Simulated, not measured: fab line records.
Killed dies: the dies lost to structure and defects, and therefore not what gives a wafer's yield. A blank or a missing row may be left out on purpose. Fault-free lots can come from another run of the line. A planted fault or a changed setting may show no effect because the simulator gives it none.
fab line records ; flow rit_cmos
record lots=15; wafers=45; last_day=6
route steps=202 shown PLDD@122
lots with no fault: from the same line, run without faults
start_h: start of the lot's first displayed wafer, in hours after the record's first day ; wait_h: hours elapsed since this lot's preceding step ; " unchanged from the row above ; L1.1+2: several wafers, shown together as one row ; - no value present, or no start provided ; * or withheld: withheld ; < > ~ a bound
route shown NAME@n: a module of which the file shows steps, and the number in the route of the first ; usual: mean and standard deviation over wafers with no fault ; same: alike in all rows ; chamber/n: place in a boat ; sites: per-site readings ; _std_site: standard deviation across them ; _edge_site: inner sites' mean taken away from outer sites' mean ; radius_mm: how far each site lies from the wafer's centre ; mask NAME#n: copy n ; behind: the last tool/chamber to shape the wafer ; hold: the reason the lot was held/the length of the hold in hours/how it ended ; device: transistor that didn't switch, given as n, p or np ; end of line: the tests these same wafers got at the end of their route ; a step without rows: its recipe alone ; killed: not the wafer's yield, but the dies lost to structure and defects at the first sort ; map: the dies of a wafer, with x for killed, . for not killed, _ for no die there
set.NAME: setting as actually run; set.NAME@STEP: the setting as run at that earlier step ; model.NAME: the simulator's own value behind a step, which no gauge read
a sample of lots followed through the steps of the route, with each step as a table and each wafer as a row
services: when a tool's chamber went out of use (start_h, in hours from the record's first day, below 0 if earlier), for how many hours, and the reason
## steps
# step RIT_PLDD_IMPLANT_08
# recipe species=BF2; energy_kev=20; dose_cm2=9.189e+14; tilt_deg=7
# usual dose_ions_cm2=9.19e+14/8.2e+11; faraday_current_uA=2888/53; tilt_deg=7.007/0.018
lot.wafer;tool;chamber;start_h;wait_h;dose_ions_cm2;faraday_current_uA;tilt_deg
L157.3;implanter-03;0;42.34;0.1;9.171e+14;2834;6.983
L157.4;implanter-03;0;42.34;0.1;9.18e+14;2906;6.990
L157.6;implanter-03;0;42.34;0.1;9.189e+14;2935;6.983
L158.1;implanter-02;0;47.61;0.1;9.175e+14;2934;7.014
L158.3;implanter-02;0;47.61;0.1;9.19e+14;2770;7.021
L158.6;implanter-02;0;47.61;0.1;9.187e+14;2910;7.006
L159.1;implanter-02;0;53.59;0.1;9.211e+14;2885;7.009
L159.2;implanter-02;0;53.59;0.1;9.197e+14;2878;7.005
L159.6;implanter-02;0;53.59;0.1;9.192e+14;2789;7.017
L160.2;implanter-03;0;59.36;0.1;9.189e+14;2930;6.998
L160.3;implanter-03;0;59.36;0.1;9.188e+14;2892;7.001
L160.5;implanter-03;0;59.36;0.1;9.187e+14;2874;7.040
L161.1;implanter-04;0;66.59;0.1;9.184e+14;2834;6.986
L161.4;implanter-04;0;66.59;0.1;9.18e+14;2870;7.012
L161.6;implanter-04;0;66.59;0.1;9.186e+14;2986;7.010
L162.3;implanter-04;0;68.96;0.1;9.189e+14;2853;7.054
L162.4;implanter-04;0;68.96;0.1;9.201e+14;2870;7.017
L162.5;implanter-04;0;68.96;0.1;9.194e+14;2800;7.003
L163.2;implanter-02;0;72.05;0.1;9.202e+14;2939;7.019
L163.5;implanter-02;0;72.05;0.1;9.181e+14;2882;7.022
L163.6;implanter-02;0;72.05;0.1;9.197e+14;2838;6.991
L164.1;implanter-03;0;79.24;0.1;9.18e+14;2855;6.989
L164.3;implanter-03;0;79.24;0.1;9.192e+14;2894;6.999
L164.4;implanter-03;0;79.24;0.1;9.185e+14;2807;7.003
L166.2;implanter-02;0;89.05;0.1;9.178e+14;2870;7.015
L166.4;implanter-02;0;89.05;0.1;9.191e+14;2828;6.992
L166.6;implanter-02;0;89.05;0.1;9.19e+14;2883;7.014
L167.3;implanter-04;0;92.66;0.1;9.196e+14;2885;7.012
L167.4;implanter-04;0;92.66;0.1;9.179e+14;2857;6.993
L167.6;implanter-04;0;92.66;0.1;9.204e+14;2844;6.999
L168.4;implanter-02;0;98.67;0.1;9.198e+14;2867;7.005
L168.5;implanter-02;0;98.67;0.1;9.19e+14;2997;6.986
L168.6;implanter-02;0;98.67;0.1;9.207e+14;2780;7.002
L169.3;implanter-03;0;104.99;0.1;9.201e+14;2869;7.027
L169.4;implanter-03;0;104.99;0.1;9.194e+14;2878;6.979
L169.5;implanter-03;0;104.99;0.1;9.197e+14;2969;7.020
L170.2;implanter-02;0;109.04;0.1;9.196e+14;2868;7.024
L170.3;implanter-02;0;109.04;0.1;9.201e+14;2764;7.054
L170.5;implanter-02;0;109.04;0.1;9.192e+14;2912;7.047
L170.2;implanter-02;0;109.36;0.3;9.205e+14;2938;6.981
L170.3;implanter-02;0;109.36;0.3;9.205e+14;2971;6.985
L170.5;implanter-02;0;109.36;0.3;9.204e+14;3017;6.969
L171.1;implanter-03;0;112.91;0.1;9.193e+14;2888;7.000
L171.2;implanter-03;0;112.91;0.1;9.191e+14;2854;7.017
L171.5;implanter-03;0;112.91;0.1;9.191e+14;2959;7.012
L171.1;implanter-03;0;113.22;0.3;9.179e+14;2900;7.026
L171.2;implanter-03;0;113.22;0.3;9.197e+14;2834;7.013
L171.5;implanter-03;0;113.22;0.3;9.2e+14;2975;7.049
L173.3;implanter-03;0;125.65;0.1;9.186e+14;2976;7.038
L173.4;implanter-03;0;125.65;0.1;9.186e+14;2789;7.004
L173.5;implanter-03;0;125.65;0.1;9.19e+14;2946;7.027
L173.3;implanter-03;0;125.97;0.3;9.191e+14;2894;6.953
L173.4;implanter-03;0;125.97;0.3;9.199e+14;2918;6.950
L173.5;implanter-03;0;125.97;0.3;9.175e+14;2803;6.958
# step RIT_PLDD_TW_MEAS_10
# usual PLDD_TW=2345/14
lot.wafer;tool;chamber;start_h;wait_h;PLDD_TW
L157.3;film_metro-03;-;42.63;0.1;2341
L157.4;film_metro-03;-;42.63;0.1;2329
L157.6;film_metro-03;-;42.63;0.1;2337
L158.1;film_metro-01;-;47.94;0.1;2337
L158.3;film_metro-01;-;47.94;0.1;2323
L158.6;film_metro-01;-;47.94;0.1;2333
L159.1;film_metro-03;-;53.92;0.1;2332
L159.2;film_metro-03;-;53.92;0.1;2342
L159.6;film_metro-03;-;53.92;0.1;2344
L160.2;film_metro-02;-;59.67;0.1;2357
L160.3;film_metro-02;-;59.67;0.1;2371
L160.5;film_metro-02;-;59.67;0.1;2355
L161.1;film_metro-01;-;66.92;0.1;2326
L161.4;film_metro-01;-;66.92;0.1;2333
L161.6;film_metro-01;-;66.92;0.1;2322
L162.3;film_metro-01;-;69.26;0.1;2337
L162.4;film_metro-01;-;69.26;0.1;2335
L162.5;film_metro-01;-;69.26;0.1;2335
L163.2;film_metro-02;-;72.36;0.1;2353
L163.5;film_metro-02;-;72.36;0.1;2352
L163.6;film_metro-02;-;72.36;0.1;2360
L164.1;film_metro-02;-;79.56;0.1;2363
L164.3;film_metro-02;-;79.56;0.1;2354
L164.4;film_metro-02;-;79.56;0.1;2354
L166.2;film_metro-02;-;89.36;0.1;2359
L166.4;film_metro-02;-;89.36;0.1;2361
L166.6;film_metro-02;-;89.36;0.1;2367
L167.3;film_metro-01;-;92.96;0.1;2346
L167.4;film_metro-01;-;92.96;0.1;2352
L167.6;film_metro-01;-;92.96;0.1;2340
L168.4;film_metro-02;-;98.95;0.1;2353
L168.5;film_metro-02;-;98.95;0.1;2374
L168.6;film_metro-02;-;98.95;0.1;2359
L169.3;film_metro-01;-;105.28;0.1;2351
L169.4;film_metro-01;-;105.28;0.1;2336
L169.5;film_metro-01;-;105.28;0.1;2348
L170.2;film_metro-01;-;109.67;0.1;2736
L170.3;film_metro-01;-;109.67;0.1;2744
L170.5;film_metro-01;-;109.67;0.1;2736
L171.1;film_metro-01;-;113.63;0.2;2739
L171.2;film_metro-01;-;113.63;0.2;2743
L171.5;film_metro-01;-;113.63;0.2;2742
L173.3;film_metro-02;-;126.26;0.1;2763
L173.4;film_metro-02;-;126.26;0.1;2770
L173.5;film_metro-02;-;126.26;0.1;2770
# step RIT_SDANNEAL_RS_MEAS_06
# recipe thk_meas_gauge=four-point-probe
# usual PLDD_RS=176.9/0.5
lot.wafer;tool;chamber;start_h;wait_h;PLDD_RS[ohm/sq]
L157.3;film_metro-03;-;48.94;0.1;177.1
L157.4;film_metro-03;-;48.94;0.1;177.5
L157.6;film_metro-03;-;48.94;0.1;177.7
L158.1;film_metro-02;-;54.41;0.1;176.8
L158.3;film_metro-02;-;54.41;0.1;177.3
L158.6;film_metro-02;-;54.41;0.1;176.8
L159.1;film_metro-03;-;61.16;0.1;178.2
L159.2;film_metro-03;-;61.16;0.1;177.8
L159.6;film_metro-03;-;61.16;0.1;177.8
L160.2;film_metro-02;-;66.39;0.1;177.0
L160.3;film_metro-02;-;66.39;0.1;177.1
L160.5;film_metro-02;-;66.39;0.1;176.9
L161.1;film_metro-02;-;73.42;0.1;177.6
L161.4;film_metro-02;-;73.42;0.1;177.1
L161.6;film_metro-02;-;73.42;0.1;177.6
L162.3;film_metro-02;-;75.79;0.1;176.6
L162.4;film_metro-02;-;75.79;0.1;176.6
L162.5;film_metro-02;-;75.79;0.1;177.0
L163.2;film_metro-02;-;78.74;0.1;176.5
L163.5;film_metro-02;-;78.74;0.1;176.5
L163.6;film_metro-02;-;78.74;0.1;176.0
L164.1;film_metro-02;-;85.78;0.1;177.4
L164.3;film_metro-02;-;85.78;0.1;177.2
L164.4;film_metro-02;-;85.78;0.1;177.4
L166.2;film_metro-02;-;96.54;0.1;176.7
L166.4;film_metro-02;-;96.54;0.1;176.9
L166.6;film_metro-02;-;96.54;0.1;176.8
L167.3;film_metro-02;-;99.97;0.1;177.3
L167.4;film_metro-02;-;99.97;0.1;177.6
L167.6;film_metro-02;-;99.97;0.1;177.4
L168.4;film_metro-01;-;106.53;0.1;177.2
L168.5;film_metro-01;-;106.53;0.1;177.2
L168.6;film_metro-01;-;106.53;0.1;176.7
L169.3;film_metro-02;-;112.79;0.1;175.8
L169.4;film_metro-02;-;112.79;0.1;176.3
L169.5;film_metro-02;-;112.79;0.1;176.6
L170.2;film_metro-02;-;117.46;0.1;150.9
L170.3;film_metro-02;-;117.46;0.1;151.5
L170.5;film_metro-02;-;117.46;0.1;151.2
L171.1;film_metro-02;-;120.61;0.1;151.1
L171.2;film_metro-02;-;120.61;0.1;151.3
L171.5;film_metro-02;-;120.61;0.1;151.2
L173.3;film_metro-02;-;134.90;0.1;151.0
L173.4;film_metro-02;-;134.90;0.1;151.4
L173.5;film_metro-02;-;134.90;0.1;151.3
## services
tool;chamber;start_h;hours;kind
implanter-02;-;25.65;5.0;repair
implanter-02;-;89.52;1.8;repair
implanter-03;-;97.79;1.2;repair
## key
first_sign step=RIT_PLDD_IMPLANT_08; reading=visit; direction=added
effect step=RIT_PLDD_TW_MEAS_10; reading=PLDD_TW; direction=up; sigmas=30; usual=2345; struck=2749
effect step=RIT_SDANNEAL_RS_MEAS_06; reading=PLDD_RS; direction=down; sigmas=51; usual=176.9; struck=151.2
met_at RIT_PLDD_IMPLANT_08
struck_lots L170,L171,L173
tester_left_out L170,L171,L173
fault kind=repeated_step_whole; tool=implanter-02,implanter-03,implanter-04; chamber=-; onset_h=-; steps=RIT_PLDD_IMPLANT_08; times=1; scope=struck_lots_only
# tester_left_out: of these lots the tester's yield and bins aren't shown, on N5 and GAA mostly nor the transistor test; their killed dies are dies lost to structure and defects alone, not to doping, threshold or leakage, so they don't give the yield
